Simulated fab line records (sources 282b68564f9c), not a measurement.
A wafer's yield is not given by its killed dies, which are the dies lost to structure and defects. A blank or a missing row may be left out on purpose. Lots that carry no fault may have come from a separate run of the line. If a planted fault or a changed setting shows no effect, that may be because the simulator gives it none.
What tool caused it?    flow ritCmos    14 lots with 42 wafers sampled at 3 steps, on a route of 202 steps

WHAT THE GAUGES READ, wafer by wafer
RIT_GATE_CD_MEAS_16: target cd 150 nm.
lot   measured     on        cdNm (nm)
L902  day 2 17:49  cdSem-02  148.2 147.2 147.4
L903  day 2 21:22  cdSem-01  151.6 151.6 150.9
L904  day 3 04:46  cdSem-01  148.4 149.8 148.8
L905  day 3 05:32  cdSem-01  147.2 148.2 146.4
L906  day 3 11:26  cdSem-01  148.7 148.0 148.5
L907  day 3 14:49  cdSem-01  147.7 146.5 146.8
L908  day 3 20:09  cdSem-01  149.0 149.7 150.1
L909  day 4 00:58  cdSem-02  148.0 147.3 148.5
L910  day 4 08:32  cdSem-01  152.2 152.2 152.2
L911  day 4 11:33  cdSem-02  146.2 150.6 147.9
L912  day 4 18:16  cdSem-01  150.1 150.2 149.7
L913  day 4 23:37  cdSem-01  150.2 149.6 149.5
L915  day 5 06:34  cdSem-01  150.8 149.9 150.3
L916  day 5 15:54  cdSem-02  147.4 149.1 148.6

RIT_PLDD_TW_MEAS_10.
lot   measured     on            PLDD_TW
L902  day 3 00:28  filmMetro-01  2307 2310 2315
L903  day 3 04:38  filmMetro-01  2297 2309 2304
L904  day 3 11:37  filmMetro-01  2304 2313 2297
L905  day 3 12:15  filmMetro-04  2371 2355 2352
L906  day 3 18:29  filmMetro-01  2312 2324 2302
L907  day 3 22:31  filmMetro-01  2310 2309 2311
L908  day 4 02:49  filmMetro-01  2311 2318 2308
L909  day 4 07:43  filmMetro-04  2360 2361 2347
L910  day 4 15:47  filmMetro-01  2305 2322 2312
L911  day 4 18:45  filmMetro-01  2299 2304 2299
L912  day 5 01:41  filmMetro-04  2350 2340 2354
L913  day 5 06:34  filmMetro-02  2338 2329 2335
L915  day 5 13:28  filmMetro-01  2307 2304 2305
L916  day 6 02:16  filmMetro-02  2324 2323 2310

RIT_CONTACT_OVL_MEAS_09.
lot   measured     on          CONTACT_OVL (nm)
L902  day 3 09:04  overlay-02  0.8 1.6 -0.3
L903  day 3 13:11  overlay-01  -3.0 -3.7 -2.5
L904  day 3 20:26  overlay-01  -4.1 -3.4 -4.9
L905  day 3 21:52  overlay-02  0.5 1.2 1.8
L906  day 4 02:42  overlay-02  0.7 -0.5 -0.3
L907  day 4 07:47  overlay-02  -0.2 -1.7 0.1
L908  day 4 11:37  overlay-02  2.9 1.9 0.1
L909  day 4 16:02  overlay-02  2.5 -0.2 0.3
L910  day 5 01:37  overlay-02  -1.2 0.0 1.2
L911  day 5 03:19  overlay-01  1.7 -0.9 -0.4
L912  day 5 10:28  overlay-01  1.1 -0.5 0.2
L913  day 5 14:36  overlay-02  0.5 2.4 1.3
L915  day 5 21:42  overlay-01  -0.1 -3.2 -2.1
L916  day 6 10:42  overlay-02  -1.4 0.3 -0.8

WHAT TOOL EACH LOT RAN ON (gives the tool, then ch and the chambers of the sampled wafers, and finally the start)
The record shows no process step preceding these readings.

WHAT THE TOOLS THEMSELVES READ (means of the sampled wafers that have a number; where no wafer has one, the mark that the record gives instead)
The record holds no such reading with a usual standard deviation.

THE ANSWER, worked out from the rows above alone
Rule: usual is defined by the lots themselves. The widest of any qualifying gaps counts: lots, ordered by their means at a reading, are off when they make up no more than a third of the lots, leave a main group of 4 or more, and stand apart from it by 3 or more times the standard deviation of that group's means. The tables above print the reading to a certain number of digits; a main group whose means all agree to those digits is not used. A lot without any number at a reading at which 4 lots or more have one is off too. The other lots that the step has rows for count as sound. Order of review: gauges by route order, followed by the tools' own readings, for which a lot's mean as printed above is used. At the first step where some lot is off, the reading lying furthest off is the one used; lots without a number count as furthest.
No lot is off at any reading shown: from this, nothing can be told.

WHAT THE SIMULATOR HAD INSERTED
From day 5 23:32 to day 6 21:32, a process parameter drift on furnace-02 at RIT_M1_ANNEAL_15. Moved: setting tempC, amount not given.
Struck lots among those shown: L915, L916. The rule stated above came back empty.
